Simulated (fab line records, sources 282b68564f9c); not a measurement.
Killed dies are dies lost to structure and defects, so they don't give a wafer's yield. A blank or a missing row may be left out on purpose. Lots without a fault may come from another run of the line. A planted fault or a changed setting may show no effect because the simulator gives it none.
Split-lot experiment | flow rit_cmos | 5 lots, 23 wafers read, on a route of 202 steps

THE SPLIT
At RIT_PRETRO_COAT_01 (resist thk 1300 nm), the setting spin_rpm was moved away from the recipe's 2000 rpm on 6 of the 23 wafers read, by -7.3% to +5.4%. The other wafers ran this setting at the recipe's value.

FROM THE SPLIT TO THE READING: what the file shows between them, 3 steps
- RIT_PRETRO_SOFTBAKE_02: time 60 s
- RIT_PRETRO_EXPOSE_03: exposes mask M5, target cd 43700 nm
- RIT_PRETRO_DEVELOP_05: develop time 68 s

THE READING
NOVOLAK_of_PRETRO_COAT_01.thk_nm (the simulator's own value, which no gauge read), in nm, at RIT_PRETRO_HARDBAKE_07 (time 120 s). The file gives no usual value for it. The 17 wafers here that ran the recipe average 1137 nm, standard deviation 3.4 nm.

wafer  | tool, chamber at the split | spin_rpm as run, rpm | against the recipe | NOVOLAK_of_PRETRO_COAT_01.thk_nm, nm | against lot-mates on the recipe
L077.1 | litho_track-01, 0          | 2108                 | +5.4%              | 1109                                 | -28
L077.2 | litho_track-01, 0          | 2000                 | recipe             | 1139                                 | -
L077.3 | litho_track-01, 0          | 2000                 | recipe             | 1136                                 | -
L077.4 | litho_track-01, 0          | 2108                 | +5.4%              | 1107                                 | -30
L077.6 | litho_track-01, 0          | 2108                 | +5.4%              | 1110                                 | -28
L081.2 | litho_track-01, 0          | 2000                 | recipe             | 1142                                 | -
L081.6 | litho_track-01, 0          | 2000                 | recipe             | 1142                                 | -
L081.3 | litho_track-01, 0          | 2000                 | recipe             | 1141                                 | -
L081.5 | litho_track-01, 0          | 2000                 | recipe             | 1141                                 | -
L081.4 | litho_track-01, 0          | 2000                 | recipe             | 1138                                 | -
L082.1 | litho_track-04, 0          | 1854                 | -7.3%              | 1177                                 | +44
L082.5 | litho_track-04, 0          | 1854                 | -7.3%              | 1177                                 | +44
L082.2 | litho_track-04, 0          | 2000                 | recipe             | 1132                                 | -
L082.3 | litho_track-04, 0          | 1854                 | -7.3%              | 1178                                 | +46
L082.4 | litho_track-04, 0          | 2000                 | recipe             | 1133                                 | -
L084.1 | litho_track-01, 0          | 2000                 | recipe             | 1138                                 | -
L084.2 | litho_track-01, 0          | 2000                 | recipe             | 1135                                 | -
L084.3 | litho_track-01, 0          | 2000                 | recipe             | 1132                                 | -
L084.5 | litho_track-01, 0          | 2000                 | recipe             | 1137                                 | -
L084.6 | litho_track-01, 0          | 2000                 | recipe             | 1136                                 | -
L085.1 | litho_track-04, 0          | 2000                 | recipe             | 1133                                 | -
L085.2 | litho_track-04, 0          | 2000                 | recipe             | 1134                                 | -
L085.4 | litho_track-04, 0          | 2000                 | recipe             | 1134                                 | -

THE FIT
A straight line over all 23 wafers: NOVOLAK_of_PRETRO_COAT_01.thk_nm changes by -5.43 nm for each +1% of spin_rpm; r = -0.99; the points scatter about the line by 3.1 nm.
The same after taking each lot's own level away (the mean of its wafers on the recipe; 23 wafers): -5.84 nm for each +1%; r = -1.00; scatter 1.8 nm.
On that fit, the largest move of spin_rpm shifts the reading by 43 nm.
The lots' own levels span 1132.5 to 1140.8 nm, that is 2.5 times the standard deviation above.
So the lot-to-lot level changes the slope little: the two slopes agree.
Check: with one of the wafers moved furthest among these (-7.3%) left out of the fit, the line predicts +42.9 nm for it against its lot-mates. It came out at +44.5 nm against them.

OTHER SPLITS ON THESE WAFERS
These wafers also went through other splits before the reading. Each is held against what the fit with the lots' levels taken away leaves over:
other split on the same wafers       | wafers away from the commonest value | r with NOVOLAK_of_PRETRO_COAT_01.thk_nm (lot level and that fit taken away)
RIT_ACTIVE_DEVELOP_10 develop_time_s | 9                                    | -0.15
RIT_NWELL_IMPLANT_08 dose_cm2        | 7                                    | +0.05
RIT_PWELL_COAT_01 resist_thk_nm      | 7                                    | -0.50
RIT_PWELL_DEVELOP_05 dev_temp_c      | 3                                    | +0.32
RIT_NRETRO_IMPLANT_08 dose_cm2       | 6                                    | +0.20

THE WHOLE CHAIN: every reading that the file lists as answering this split, in the file's order
step                   | what it does       | reading                                                                           | change (the file's fit)              | r (the file's)
RIT_PRETRO_COAT_01     | resist thk 1300 nm | NOVOLAK_of_PRETRO_COAT_01.thk_nm (the simulator's own value, which no gauge read) | -6.78 nm for each +1% of the setting | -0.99
RIT_PRETRO_HARDBAKE_07 | time 120 s         | NOVOLAK_of_PRETRO_COAT_01.thk_nm (the simulator's own value, which no gauge read) | -5.84 nm for each +1% of the setting | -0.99

THE FILE'S OWN FIT
NOVOLAK_of_PRETRO_COAT_01.thk_nm changes by -5.84 nm for each +1% of spin_rpm, r = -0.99.
